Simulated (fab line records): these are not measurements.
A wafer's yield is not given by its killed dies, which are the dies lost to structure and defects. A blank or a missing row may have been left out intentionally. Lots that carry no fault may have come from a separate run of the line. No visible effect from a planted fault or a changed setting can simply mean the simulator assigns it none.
Comparing a struck lot with a sound one ; flow rit-cmos ; 15 out of 202 route steps
Sound: wafers L845.1, L845.2, L845.4. The struck wafers were L856.1, L856.2, L856.3. The cause comes at the end.
At each step with rows: each side's tool, then ch and its chambers, then its first start. Under that, the readings that differ: sound wafers ; struck wafers ; difference of the means ; sigmas: that difference in standard deviations of wafers without a fault.
alike: readings with means less than 2 such deviations apart, plus words and numbers identical on both sides. not compared: withheld readings, readings lacking a value on some wafer, bounds such as >300 that could conceal the same value, and numbers that have no deviation in the record and whose values overlap.
Wherever a step has rows on one side only, a row that says differs or no value, or a row with sigmas, the two part there. Non-overlapping numbers with no deviation appear without sigmas and do not part them. A reading that every wafer of one side lacks parts them only if that side has two wafers or more.

first, 2 steps without rows for these wafers: RIT_NSD_HARDBAKE_07 (time 60 s); RIT_NSD_IMPLANT_08.
RIT_NSD_STRIP_09: strips in O2, time 180 s.
  sound on plasma-asher-03 ch 0,1, day 5 06:00; struck on plasma-asher-01 ch 0,1, day 7 06:28
  alike: drypump-motor-current-A
  not compared: rf-hours-counter-h
RIT_NSD_TW_MEAS_10:
  struck on film-metro-01, day 7 06:38; sound on film-metro-03, day 5 06:11
  alike: NSD_TW
then, 6 steps without rows for these wafers: RIT_PSD_HMDS_00 (prime time 60 s); RIT_PSD_COAT_01 (resist thk 1000 nm); RIT_PSD_SOFTBAKE_02 (time 60 s); RIT_PSD_EXPOSE_03 (exposes mask M10, target cd 40900 nm); RIT_PSD_PEB_04; RIT_PSD_DEVELOP_05 (develop time 50 s).
RIT_PSD_OVL_MEAS_06:
  struck on overlay-01, day 7 07:33; sound on overlay-01, day 5 07:05
  alike: PSD_OVL
then, 1 step without rows for these wafers: RIT_PSD_HARDBAKE_07 (time 60 s).
RIT_PSD_IMPLANT_08:
  sound on implanter-03 ch 0, day 5 07:29; struck on implanter-03 ch 0, day 7 07:44
reading;sound;struck;difference;sigmas
dose-ions-cm2;4.998e+15 4.993e+15 4.995e+15;4.662e+15 4.65e+15 4.652e+15;-3.407e+14;-52
  alike: beam-energy-keV
RIT_PSD_STRIP_09: strips in O2, time 180 s.
  sound on plasma-asher-01 ch 0,1, day 5 07:38; struck on plasma-asher-03 ch 0,1, day 7 07:53
  alike: drypump-motor-current-A
  not compared: rf-hours-counter-h
RIT_M1_PROBE_99:
  struck on prober-01, day 7 16:11; sound on prober-02, day 5 15:50
  alike: killed-at-contacts, killed-at-front-end, killed-dies, killed-open, killed-short

## WHERE THEY PART
At RIT_PSD_IMPLANT_08 and nowhere else, as far as this record goes. Later steps at which nothing parts them and some readings are alike: RIT_PSD_STRIP_09, RIT_M1_PROBE_99.

WHY: what had been put in by the simulator
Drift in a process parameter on implanter-03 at RIT_PSD_IMPLANT_08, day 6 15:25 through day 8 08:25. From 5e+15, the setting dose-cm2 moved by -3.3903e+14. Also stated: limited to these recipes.
